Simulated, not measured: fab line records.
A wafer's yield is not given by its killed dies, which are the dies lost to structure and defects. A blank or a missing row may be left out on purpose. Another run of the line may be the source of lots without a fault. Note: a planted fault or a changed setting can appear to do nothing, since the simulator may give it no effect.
fab line records ; flow ritCmos
[record] lots = 5; wafers = 15; lastDay = 7
route steps=202 shown M1@184
lots untouched by any fault: they come from a run of this same line in which no faults occurred
startH: the number of hours between the record's first day and the start of the first shown wafer of the lot ; waitH: hours since the lot's step before ; " repeats the value in the row above ; L1.1+2: one row covering several wafers at once ; - either no value or no given start ; * or withheld: withheld ; < > ~ a bound
route shown NAME@n: names a module that has steps shown in the file, with the first one's number in the route ; usual: the fault-free wafers' mean and standard deviation ; same: alike in all rows ; chamber/n: place in a boat ; sites: per-site readings ; _std_site: the standard deviation of these ; _edge_site: mean of outer sites minus mean of inner sites ; radiusMm: for every site, how far away it sits from the centre of the wafer ; mask NAME#n: copy n ; behind: the last tool/chamber to shape the wafer ; hold: what put the lot on hold/how long, in hours/how the hold closed ; device: whichever transistor did not switch (one of n, p or np) ; end of line: the same wafers' tests at the end of the route ; a step with no rows: only its recipe ; killed: not the wafer's yield, but the dies lost to structure and defects at the first sort ; map: a wafer's dies, x killed, . not, _ none there
set.NAME: the setting that was run; set.NAME@STEP: the one run at that earlier step ; model.NAME: the simulator's own value behind a step, which no gauge read
lots seen at some steps along the route; tables by step, rows by wafer
services: a tool's chamber out of use, with start hour (startH, from the record's first day; less than 0 if before it), hours out, and reason
[[steps]]
[step RIT_M1_SPUTTER_00]
[recipe] material = Al; targetThkNm = 400; powerW = 2000; chamberPressurePa = 0.4; gas = Ar; timeS = 500; substrateTempC = 25
[usual] throttleValvePct = 30.1/0.71
lot.wafer;tool;chamber;startH;waitH;throttleValvePct
L152.2;pvdSputter-02;-;60.23;0.0;29.0
L152.3;pvdSputter-02;-;60.23;0.0;30.7
L152.4;pvdSputter-02;-;60.23;0.0;29.8
L158.1;pvdSputter-01;-;89.06;0.0;30.7
L158.2;pvdSputter-01;-;89.06;0.0;29.7
L158.5;pvdSputter-01;-;89.06;0.0;30.4
L162.1;pvdSputter-01;-;109.70;0.0;30.6
L162.4;pvdSputter-01;-;109.70;0.0;30.4
L162.6;pvdSputter-01;-;109.70;0.0;30.4
L163.1;pvdSputter-02;-;114.11;0.0;29.9
L163.3;pvdSputter-02;-;114.11;0.0;30.6
L163.4;pvdSputter-02;-;114.11;0.0;29.8
L173.2;pvdSputter-02;-;164.61;0.0;29.7
L173.3;pvdSputter-02;-;164.61;0.0;29.6
L173.5;pvdSputter-02;-;164.61;0.0;29.9
[step RIT_M1_RS_MEAS_01]
[recipe] thkMeasGauge = four-point-probe; reads = Al_of_M1_SPUTTER_00
[usual] M1_AL_RS = 0.0731/0.00069
lot.wafer;tool;chamber;startH;waitH;M1_AL_RS[ohm/sq]
L152.2;filmMetro-01;-;60.54;0.2;0.0718
L152.3;filmMetro-01;-;60.54;0.2;0.0728
L152.4;filmMetro-01;-;60.54;0.2;0.0729
L158.1;filmMetro-04;-;89.36;0.1;0.0730
L158.2;filmMetro-04;-;89.36;0.1;0.0728
L158.5;filmMetro-04;-;89.36;0.1;0.0729
L162.1;filmMetro-04;-;109.99;0.1;0.0731
L162.4;filmMetro-04;-;109.99;0.1;0.0722
L162.6;filmMetro-04;-;109.99;0.1;0.0730
L163.1;filmMetro-02;-;114.40;0.1;0.0739
L163.3;filmMetro-02;-;114.40;0.1;0.0733
L163.4;filmMetro-02;-;114.40;0.1;0.0739
L173.2;filmMetro-01;-;164.93;0.2;0.0727
L173.3;filmMetro-01;-;164.93;0.2;0.0735
L173.5;filmMetro-01;-;164.93;0.2;0.0735
[step RIT_M1_THK_MEAS_02]
[recipe] thkMeasGauge = xrf; reads = Al_of_M1_SPUTTER_00
[usual] M1_AL_THK = 399/4.4
lot.wafer;tool;chamber;startH;waitH;M1_AL_THK[nm]
L152.2;filmMetro-01;-;60.65;0.1;400
L152.3;filmMetro-01;-;60.65;0.1;399
L152.4;filmMetro-01;-;60.65;0.1;398
L158.1;filmMetro-04;-;89.48;0.1;399
L158.2;filmMetro-04;-;89.48;0.1;402
L158.5;filmMetro-04;-;89.48;0.1;403
L162.1;filmMetro-04;-;110.11;0.1;397
L162.4;filmMetro-04;-;110.11;0.1;403
L162.6;filmMetro-04;-;110.11;0.1;401
L163.1;filmMetro-02;-;114.52;0.1;398
L163.3;filmMetro-02;-;114.52;0.1;399
L163.4;filmMetro-02;-;114.52;0.1;399
L173.2;filmMetro-01;-;165.04;0.1;396
L173.3;filmMetro-01;-;165.04;0.1;396
L173.5;filmMetro-01;-;165.04;0.1;393
[step RIT_M1_HMDS_03]
[recipe] primeTimeS = 60; primeTempC = 140
[step RIT_M1_COAT_04]
[recipe] resist = NOVOLAK; spinRpm = 2000; resistThkNm = 1300
[step RIT_M1_SOFTBAKE_05]
[recipe] resist = NOVOLAK; tempC = 90; timeS = 60
[step RIT_M1_EXPOSE_06]
[recipe] maskId = M12; na = 0.6; sourceShape = conventional; sigmaOuter = 0.5; targetCdNm = 2600; doseMj = 253.7
[step RIT_M1_PEB_07]
[recipe] resist = NOVOLAK; tempC = withheld; timeS = withheld
[step RIT_M1_DEVELOP_08]
[recipe] resist = NOVOLAK; developTimeS = 69.67; devTempC = 23
[step RIT_M1_CD_MEAS_09]
[recipe] targetCdNm = 2600
[usual] cdNm = 2600.8/2.3
lot.wafer;tool;chamber;startH;waitH;cdNm
L152.2;cdSem-01;-;61.60;-;2600.1
L152.3;cdSem-01;-;61.60;-;2598.3
L152.4;cdSem-01;-;61.60;-;2598.2
L158.1;cdSem-02;-;90.42;-;2601.8
L158.2;cdSem-02;-;90.42;-;2599.0
L158.5;cdSem-02;-;90.42;-;2598.9
L162.1;cdSem-01;-;111.18;-;2599.6
L162.4;cdSem-01;-;111.18;-;2598.9
L162.6;cdSem-01;-;111.18;-;2599.2
L163.1;cdSem-01;-;115.46;-;2601.8
L163.3;cdSem-01;-;115.46;-;2600.3
L163.4;cdSem-01;-;115.46;-;2601.3
L173.2;cdSem-02;-;166.11;-;2602.9
L173.3;cdSem-02;-;166.11;-;2600.4
L173.5;cdSem-02;-;166.11;-;2601.7
[step RIT_M1_OVL_MEAS_10]
[usual] M1_OVL = -0.4/1.4
lot.wafer;tool;chamber;startH;waitH;M1_OVL[nm]
L152.2;overlay-02;-;61.71;0.1;-1.4
L152.3;overlay-02;-;61.71;0.1;-2.2
L152.4;overlay-02;-;61.71;0.1;-0.4
L158.1;overlay-02;-;90.54;0.1;-1.8
L158.2;overlay-02;-;90.54;0.1;-3.0
L158.5;overlay-02;-;90.54;0.1;-2.6
L162.1;overlay-01;-;111.30;0.1;2.0
L162.4;overlay-01;-;111.30;0.1;0.9
L162.6;overlay-01;-;111.30;0.1;1.8
L163.1;overlay-01;-;115.58;0.1;-0.8
L163.3;overlay-01;-;115.58;0.1;-0.1
L163.4;overlay-01;-;115.58;0.1;1.4
L173.2;overlay-01;-;166.22;0.1;0.5
L173.3;overlay-01;-;166.22;0.1;-0.9
L173.5;overlay-01;-;166.22;0.1;1.2
[step RIT_M1_HARDBAKE_11]
[recipe] resist = NOVOLAK; tempC = 140; timeS = 120
[step RIT_M1_METAL_ETCH_12]
[recipe] stopOn = SiO2; chemistry = Cl2/BCl3; target = Al; timeS = 165; overEtchFrac = 0.5; pressureMtorr = 100; targetDepthA = 6000; rfW = 250; Cl2_flow_sccm = 60; bcl3FlowSccm = 50
[usual] drypumpMotorCurrentA = 5.6/0.38; oesProductAu = 0.772/0.0096; overEtchFrac = 0.5/0; throttleValvePct = 8.30/0.14
lot.wafer;tool;chamber;startH;waitH;drypumpMotorCurrentA;oesProductAu;overEtchFrac;rfHoursCounterH;throttleValvePct;model.NOVOLAK_of_M1_COAT_04.thkNm;model.SiO2_of_CONTACT_CVD_00.thkNm;model.M1.featureDepthNm
L152.2;rieMetal-03;1;61.99;0.2;5.2;0.782;0.5;4;8.34;821.9;356.5;439.5
L152.3;rieMetal-03;1;61.99;0.2;5.2;0.776;0.5;-;8.36;820.6;362.2;434.2
L152.4;rieMetal-03;0;61.99;0.2;6.0;0.778;0.5;-;8.12;793.8;356.7;435.6
L158.1;rieMetal-04;0;90.83;0.2;5.3;0.760;0.5;3;8.44;817.5;354.8;432.5
L158.2;rieMetal-04;1;90.83;0.2;5.6;0.781;0.5;2;8.13;797.3;356.4;436.8
L158.5;rieMetal-04;1;90.83;0.2;5.6;0.779;0.5;-;8.11;799.2;364.2;436.3
L162.1;rieMetal-03;1;111.58;0.2;5.2;0.774;0.5;4;8.38;817.2;362.3;432.5
L162.4;rieMetal-03;1;111.58;0.2;5.2;0.789;0.5;-;8.34;817.7;367.9;438.2
L162.6;rieMetal-03;0;111.58;0.2;5.9;0.774;0.5;-;8.11;794;364.8;437
L163.1;rieMetal-04;1;115.87;0.2;5.6;0.664;1.0003;3;8.13;676.9;338.1;443
L163.3;rieMetal-04;1;115.87;0.2;5.6;0.665;1.0003;-;8.12;677.9;350.5;446.1
L163.4;rieMetal-04;0;115.87;0.2;5.3;0.754;0.5;-;8.41;816.6;356.5;429.6
L173.2;rieMetal-03;0;166.50;0.2;5.9;0.778;0.5;6;8.11;789.6;348;436.9
L173.3;rieMetal-03;0;166.50;0.2;5.9;0.770;0.5;-;8.10;797.9;350.3;433.7
L173.5;rieMetal-03;1;166.50;0.2;5.2;0.779;0.5;-;8.36;821.9;364.8;431
[step RIT_M1_STRIP_13]
[recipe] chemistry = nmp; resist = NOVOLAK; tempC = 80; timeS = 600; dry = n2Spin
[step RIT_M1_STRIP_14]
[recipe] chemistry = O2; timeS = 180; platenTempC = withheld; powerW = 500; pressureMtorr = 4000; o2FlowSccm = 4000
[usual] drypumpMotorCurrentA = 5.9/0.5
lot.wafer;tool;chamber;startH;waitH;drypumpMotorCurrentA;rfHoursCounterH
L152.2;plasmaAsher-01;1;62.34;0.0;5.9;43
L152.3;plasmaAsher-01;0;62.34;0.0;6.6;-
L152.4;plasmaAsher-01;1;62.34;0.0;5.9;-
L158.1;plasmaAsher-04;0;91.16;0.0;5.7;30
L158.2;plasmaAsher-04;1;91.16;0.0;5.3;30
L158.5;plasmaAsher-04;0;91.16;0.0;5.7;-
L162.1;plasmaAsher-02;1;111.94;0.0;5.9;48
L162.4;plasmaAsher-02;0;111.94;0.0;6.6;-
L162.6;plasmaAsher-02;1;111.94;0.0;5.9;-
L163.1;plasmaAsher-02;0;116.21;0.0;6.6;49
L163.3;plasmaAsher-02;1;116.21;0.0;5.9;-
L163.4;plasmaAsher-02;0;116.21;0.0;6.7;-
L173.2;plasmaAsher-04;1;166.84;0.0;5.3;38
L173.3;plasmaAsher-04;0;166.84;0.0;5.7;-
L173.5;plasmaAsher-04;0;166.84;0.0;5.7;-
[step RIT_M1_CD_MEAS_90]
[recipe] targetCdNm = 2600
[usual] cdNm = 2603.0/2.7
lot.wafer;tool;chamber;startH;waitH;cdNm
L152.2;cdSem-02;-;62.53;0.1;2601.0
L152.3;cdSem-02;-;62.53;0.1;2598.4
L152.4;cdSem-02;-;62.53;0.1;2599.0
L158.1;cdSem-02;-;91.34;0.1;2606.8
L158.2;cdSem-02;-;91.34;0.1;2601.6
L158.5;cdSem-02;-;91.34;0.1;2600.3
L162.1;cdSem-02;-;112.11;0.1;2601.1
L162.4;cdSem-02;-;112.11;0.1;2600.4
L162.6;cdSem-02;-;112.11;0.1;2600.6
L163.1;cdSem-01;-;116.38;0.1;2596.7
L163.3;cdSem-01;-;116.38;0.1;2594.6
L163.4;cdSem-01;-;116.38;0.1;2605.5
L173.2;cdSem-01;-;167.03;0.1;2603.6
L173.3;cdSem-01;-;167.03;0.1;2602.3
L173.5;cdSem-01;-;167.03;0.1;2602.1
[step RIT_M1_ANNEAL_15]
[recipe] tempC = 450; timeS = 1800; ambient = forming_gas_H2N2
[step RIT_M1_PROBE_99]
[usual] defectLimitedYield = 97.4/1.1; killed_at_M0_to_M3 = 0.0/0.2; killedAtContacts = 0.2/0.38; killedAtFrontEnd = 6.7/3; killedDies = 6.9/3; killedOpen = 3.5/1.9; killedShort = 3.3/2; sort_bin_3_pad_short = 0.1/0.18; sort_bin_5_function = 1.5/0.83; sort_bin_6_memory = 1.0/0.67; sortNPass = 257.1/3; sortYieldPct = 97.4/1.1
[same] grossDies = 264; killed_at_M4_up = 0; killedAtBackSide = 0; killedAtOther = 0
lot.wafer;tool;chamber;startH;waitH;defectLimitedYield[%];killed_at_M0_to_M3;killedAtContacts;killedAtFrontEnd;killedDies;killedOpen;killedShort;sort_bin_3_pad_short[%];sort_bin_5_function[%];sort_bin_6_memory[%];sortNPass;sortYieldPct[%];model.etest.antennaM1.vtShiftV
L152.2;prober-02;-;65.46;0.1;98.9;0;0;3;3;2;1;0;0;1.1;261.0;98.9;-0.01428
L152.3;prober-02;-;65.51;0.2;97.7;0;0;6;6;3;3;0;1.9;0.4;258.0;97.7;-0.009042
L152.4;prober-02;-;65.56;0.2;99.6;0;0;1;1;0;1;0;0.4;0;263.0;99.6;-0.01102
L158.1;prober-02;-;93.89;0.1;96.6;1;0;8;9;3;5;0;2.7;0.8;255.0;96.6;-0.01152
L158.2;prober-02;-;93.94;0.1;96.2;1;0;9;10;5;4;0;3.0;0.8;254.0;96.2;-0.01158
L158.5;prober-02;-;94.09;0.2;97.3;1;0;6;7;4;2;0;1.5;1.1;257.0;97.3;-0.01181
L162.1;prober-02;-;113.85;0.1;98.9;0;0;3;3;1;2;0;1.1;0;261.0;98.9;-0.008832
L162.4;prober-02;-;114.00;0.2;98.1;0;0;5;5;2;3;0.4;1.5;0;259.0;98.1;-0.005844
L162.6;prober-02;-;114.10;0.2;98.5;1;0;3;4;2;2;0;0.4;1.1;260.0;98.5;-0.0155
L163.1;prober-01;-;118.17;0.1;96.2;0;0;10;10;7;3;0;3.4;0.4;254.0;96.2;-0.02845
L163.3;prober-01;-;118.27;0.2;96.2;0;1;9;10;7;3;0;2.7;1.1;254.0;96.2;-0.02878
L163.4;prober-01;-;118.32;0.2;96.2;0;0;10;10;3;7;0;2.3;1.5;254.0;96.2;-0.004801
L173.2;prober-01;-;168.80;0.1;98.1;0;2;3;5;1;2;0;1.1;0.8;259.0;98.1;-0.01476
L173.3;prober-01;-;168.85;0.2;97.3;0;0;7;7;5;2;0;1.9;0.8;257.0;97.3;-0.01739
L173.5;prober-01;-;168.95;0.2;97.3;0;0;7;7;2;5;0.4;1.9;0.4;257.0;97.3;-0.01027
// killed by level:class
L152.2 GATE:geometricParticle:open=2 FOX2:geometricParticle:short=1
L152.3 FOX1:geometricParticle:open=1 FOX2:geometricParticle:open=1 GATE:geometricParticle:short=1 GATE:geometricParticle:open=1 REOX:geometricParticle:short=1 SILICIDE:geometricParticle:short=1
L152.4 SILICIDE:geometricParticle:short=1
L158.1 GATE:geometricParticle:short=3 FOX2:geometricParticle:open=1 GATE:geometricParticle:open=1 REOX:geometricParticle:open=1 SPACER:geometricParticle:short=1 SILICIDE:geometricParticle:short=1 M1:coatMicrobubblePrinted=1
L158.2 SILICIDE:geometricParticle:short=3 GATE:geometricParticle:open=2 SPACER:geometricParticle:open=2 REOX:geometricParticle:short=1 SILICIDE:geometricParticle:open=1 M1:coatMicrobubblePrinted=1
L158.5 FOX2:geometricParticle:open=1 GATE:geometricParticle:short=1 GATE:geometricParticle:open=1 SPACER:geometricParticle:open=1 SILICIDE:geometricParticle:short=1 SILICIDE:geometricParticle:open=1 M1:coatMicrobubblePrinted=1
L162.1 FOX1:geometricParticle:open=1 REOX:geometricParticle:short=1 SPACER:geometricParticle:short=1
L162.4 FOX2:geometricParticle:short=1 GATE:geometricParticle:short=1 SPACER:geometricParticle:open=1 SILICIDE:geometricParticle:short=1 SILICIDE:geometricParticle:open=1
L162.6 GATE:geometricParticle:open=2 GATE:geometricParticle:short=1 M1:geometricParticle:short=1
L163.1 REOX:geometricParticle:open=2 SPACER:geometricParticle:open=2 SILICIDE:geometricParticle:open=2 FOX1:geometricParticle:short=1 GATE:geometricParticle:open=1 REOX:geometricParticle:short=1 SILICIDE:geometricParticle:short=1
L163.3 REOX:geometricParticle:open=2 SPACER:geometricParticle:open=2 GATE:geometricParticle:short=1 GATE:geometricParticle:open=1 REOX:geometricParticle:short=1 SILICIDE:geometricParticle:open=1 SILICIDE:geometricParticle:short=1 CONTACT:geometricParticle:open=1
L163.4 GATE:geometricParticle:short=5 GATE:geometricParticle:open=2 ACTIVE:geometricParticle:short=1 FOX1:geometricParticle:short=1 SPACER:geometricParticle:open=1
L173.2 CONTACT:coatMicrobubblePrinted=2 FOX1:geometricParticle:short=1 GATE:geometricParticle:open=1 REOX:geometricParticle:short=1
L173.3 GATE:geometricParticle:open=2 FOX2:geometricParticle:open=1 FOX2:geometricParticle:short=1 REOX:geometricParticle:open=1 SPACER:geometricParticle:short=1 SILICIDE:geometricParticle:open=1
L173.5 GATE:geometricParticle:short=2 FOX2:geometricParticle:short=1 SPACER:geometricParticle:open=1 SPACER:geometricParticle:short=1 SILICIDE:geometricParticle:short=1 SILICIDE:geometricParticle:open=1
[[services]]
tool;chamber;startH;hours;kind
plasmaAsher-04;-;56.96;2.5;repair
rieMetal-03;0;99.06;5.6;repair
rieMetal-03;-;101.51;2.8;pm
plasmaAsher-01;-;108.75;9.0;pm
plasmaAsher-01;0;108.75;9.0;ventCycle
plasmaAsher-01;1;108.75;9.0;ventCycle
rieMetal-03;0;114.67;4.4;repair
pvdSputter-02;-;116.01;2.8;repair
plasmaAsher-01;0;117.75;-;clean
plasmaAsher-01;1;117.75;-;clean
rieMetal-04;1;130.14;17.1;repair
pvdSputter-02;-;138.33;1.5;repair
[[key]]
[firstSign] step = RIT_M1_METAL_ETCH_12; reading = overEtchFrac; direction = up; sigmas = 99+; usual = 0.5; struck = 1.0003
[effect] step = RIT_M1_METAL_ETCH_12; reading = oesProductAu; direction = down; sigmas = 11; usual = 0.772; struck = 0.664
[effect] step = RIT_M1_CD_MEAS_90; reading = cdNm; direction = down; sigmas = 2.7; usual = 2603.0; struck = 2595.6
[modelEffect] step = RIT_M1_METAL_ETCH_12; value = NOVOLAK_of_M1_COAT_04.thkNm; without = 791.4; struck = 677.4
[modelEffect] step = RIT_M1_PROBE_99; value = etest.antennaM1.vtShiftV; without = -0.01619; struck = -0.02862
metAt RIT_M1_METAL_ETCH_12
struckWafers L163.1,L163.3
onsetBetween 90.83 115.87
[fault] kind = processParameterDrift; tool = rieMetal-04; chamber = 1; onsetH = 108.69; steps = RIT_M1_METAL_ETCH_12; channel = overEtchFrac; offset = 0.50028; shape = step; endH = 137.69; stated = 0.5
